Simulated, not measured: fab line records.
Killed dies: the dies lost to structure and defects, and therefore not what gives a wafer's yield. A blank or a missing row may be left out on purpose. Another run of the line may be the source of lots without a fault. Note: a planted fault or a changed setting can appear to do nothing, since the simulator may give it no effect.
The tool behind it: which one? -- flow rit-cmos -- 13 lots with 37 wafers sampled at 2 steps, on a route of 202 steps

WHAT EACH GAUGE READ, for each wafer
The record holds no reading of a measuring or inspecting step that can be judged against a usual standard deviation.

WHICH TOOL RAN EACH LOT (tool, then ch and the chambers of the sampled wafers, then the start)
lot,RIT_CONTACT_EXPOSE_05,RIT_M1_PROBE_99
L691,"iline-stepper-01 ch 0, day 3 06:27",-
L692,"iline-stepper-01 ch 0, day 3 13:15",-
L693,"iline-stepper-01 ch 0, day 3 15:51",-
L700,"iline-stepper-01 ch 0, day 5 02:39",-
L704,"iline-stepper-02 ch 0, day 6 00:44",-
L705,"iline-stepper-02 ch 0, day 6 02:28",-
L706,"iline-stepper-02 ch 0, day 6 13:08",-
L707,"iline-stepper-02 ch 0, day 6 18:30",-
L708,"iline-stepper-02 ch 0, day 6 22:26","prober-02, day 7 04:13"
L709,"iline-stepper-02 ch 0, day 7 00:58",-
L710,"iline-stepper-02 ch 0, day 7 03:08",-
L711,"iline-stepper-02 ch 0, day 7 13:22",-
L713,"iline-stepper-02 ch 0, day 7 22:38",-
- RIT_CONTACT_EXPOSE_05: exposes mask M11, target cd 1000 nm.
- RIT_M1_PROBE_99

WHAT THE TOOLS THEMSELVES READ (means of the sampled wafers that have a number; where no wafer has one, the mark that the record gives instead)
RIT_CONTACT_EXPOSE_05. Usual: exposure-dose-mJ-cm2 at 250.56, with a standard deviation of 0.25.
lot,tool,exposure-dose-mJ-cm2,flag
L691,iline-stepper-01,250.65,
L692,iline-stepper-01,250.75,
L693,iline-stepper-01,250.11,
L700,iline-stepper-01,249.02,OFF
L704,iline-stepper-02,250.36,
L705,iline-stepper-02,250.50,
L706,iline-stepper-02,250.81,
L707,iline-stepper-02,250.56,
L708,iline-stepper-02,250.35,
L709,iline-stepper-02,250.42,
L710,iline-stepper-02,250.51,
L711,iline-stepper-02,250.62,
L713,iline-stepper-02,250.54,

RIT_M1_PROBE_99. Usual: killed-at-contacts 0.0, standard deviation 0.22; killed-at-front-end 7, standard deviation 3.3; killed-dies 7, standard deviation 3.3; killed-open 3.3, standard deviation 1.9; killed-short 3.6, standard deviation 2.1.
lot,tool,killed-at-contacts,killed-at-front-end,killed-dies,killed-open,killed-short,flag
L708,prober-02,0.0,2,2,0.7,1.7,

THE ANSWER, worked out from the rows above alone
Rule: take the mean of a lot's wafers that have a number; if it is more than 3 standard deviations from the usual mean, the lot is off. A lot without any number at a reading at which 4 lots or more have one is off too. Any other lot the step has rows for is counted as sound. First the gauges in route order, then the tools' own readings, where a lot's mean is used as printed above. The first step at which some lot is off is used, and at that step the reading that is off furthest; a lot without a number counts as furthest.
Off, at RIT_CONTACT_EXPOSE_05 on exposure-dose-mJ-cm2: L700.
A tool fits if, at that step or a process step before it, it ran every lot that is off, and no sound lot after the first of them. One candidate fits, namely iline-stepper-01 at RIT_CONTACT_EXPOSE_05. Its last sound lot is L693 (day 3 15:51), its first lot that is off L700 (day 5 02:39): a fault that began between those two fits.
The tool's own readings at RIT_CONTACT_EXPOSE_05 bear it out: on the lots that are off they differ by more than 5 times the standard deviation of the sound lots' means. exposure-dose-mJ-cm2 reads 249.02 there against 250.51 on the sound lots.

WHAT WAS PUT IN BY THE SIMULATOR
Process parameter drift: iline-stepper-01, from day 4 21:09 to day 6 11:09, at RIT_CONTACT_EXPOSE_05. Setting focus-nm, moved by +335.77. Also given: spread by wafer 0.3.
Lots struck among those shown: L700. The rule above reached the same finding.
